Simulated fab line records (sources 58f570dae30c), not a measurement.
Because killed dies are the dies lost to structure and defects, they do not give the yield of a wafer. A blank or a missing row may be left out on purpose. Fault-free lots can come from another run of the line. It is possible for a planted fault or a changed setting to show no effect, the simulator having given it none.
Which tool did it? :: flow berkeleyCmos170 :: Sampling: 6 lots, 18 wafers, 2 of 331 route steps

== WHAT EACH GAUGE READ, for each wafer ==
UCB170_V1_THK_MEAS_04.
lot: L109
measured: day 7 15:44
on: filmMetro-02
V1_POLISHED_THK (nm): 999.6 999.3 1000.2

lot: L111
measured: day 8 01:53
on: filmMetro-02
V1_POLISHED_THK (nm): 997.5 999.1 999.8

lot: L113
measured: day 8 12:14
on: filmMetro-02
V1_POLISHED_THK (nm): 1000.7 999.6 1000.2

lot: L120
measured: day 9 14:33
on: filmMetro-01
V1_POLISHED_THK (nm): 1001.9 1002.8 999.6

lot: L118
measured: day 9 17:23
on: filmMetro-01
V1_POLISHED_THK (nm): 999.2 999.1 999.2

lot: L124
measured: day 10 16:38
on: filmMetro-02
V1_POLISHED_THK (nm): 999.5 1000.4 1001.9

== WHAT TOOL EACH LOT RAN ON (gives the tool, then ch and the chambers of the sampled wafers, and finally the start) ==
lot: L109
UCB170_V1_CMP_02: cmp-02 ch 0,2,3, day 7 15:28

lot: L111
UCB170_V1_CMP_02: cmp-02 ch 1,2,3, day 8 01:32

lot: L113
UCB170_V1_CMP_02: cmp-02 ch 0,2,3, day 8 11:47

lot: L120
UCB170_V1_CMP_02: cmp-01 ch 0,2, day 9 14:08

lot: L118
UCB170_V1_CMP_02: cmp-02 ch 0,2,3, day 9 17:04

lot: L124
UCB170_V1_CMP_02: cmp-02 ch 0,1,2, day 10 16:18
- UCB170_V1_CMP_02: polishes SiO2.

== THE ANSWER, worked out from the rows above alone ==
Rule: usual is defined by the lots themselves. Put in order of their means at a reading, lots are off if they are a third of the lots or fewer, leave a main group of 4 or more, and stand apart from it by a gap of 3 or more times the standard deviation of the main group's means; of several such gaps the widest counts. A main group is skipped when, at the precision printed for the reading in the tables above, its means are all equal. Also off: a lot with no number at a reading for which 4 or more lots have one. The other lots that the step has rows for count as sound.
No lot is off at any reading shown: from this, nothing can be told.

== WHAT THE SIMULATOR HAD INSERTED ==
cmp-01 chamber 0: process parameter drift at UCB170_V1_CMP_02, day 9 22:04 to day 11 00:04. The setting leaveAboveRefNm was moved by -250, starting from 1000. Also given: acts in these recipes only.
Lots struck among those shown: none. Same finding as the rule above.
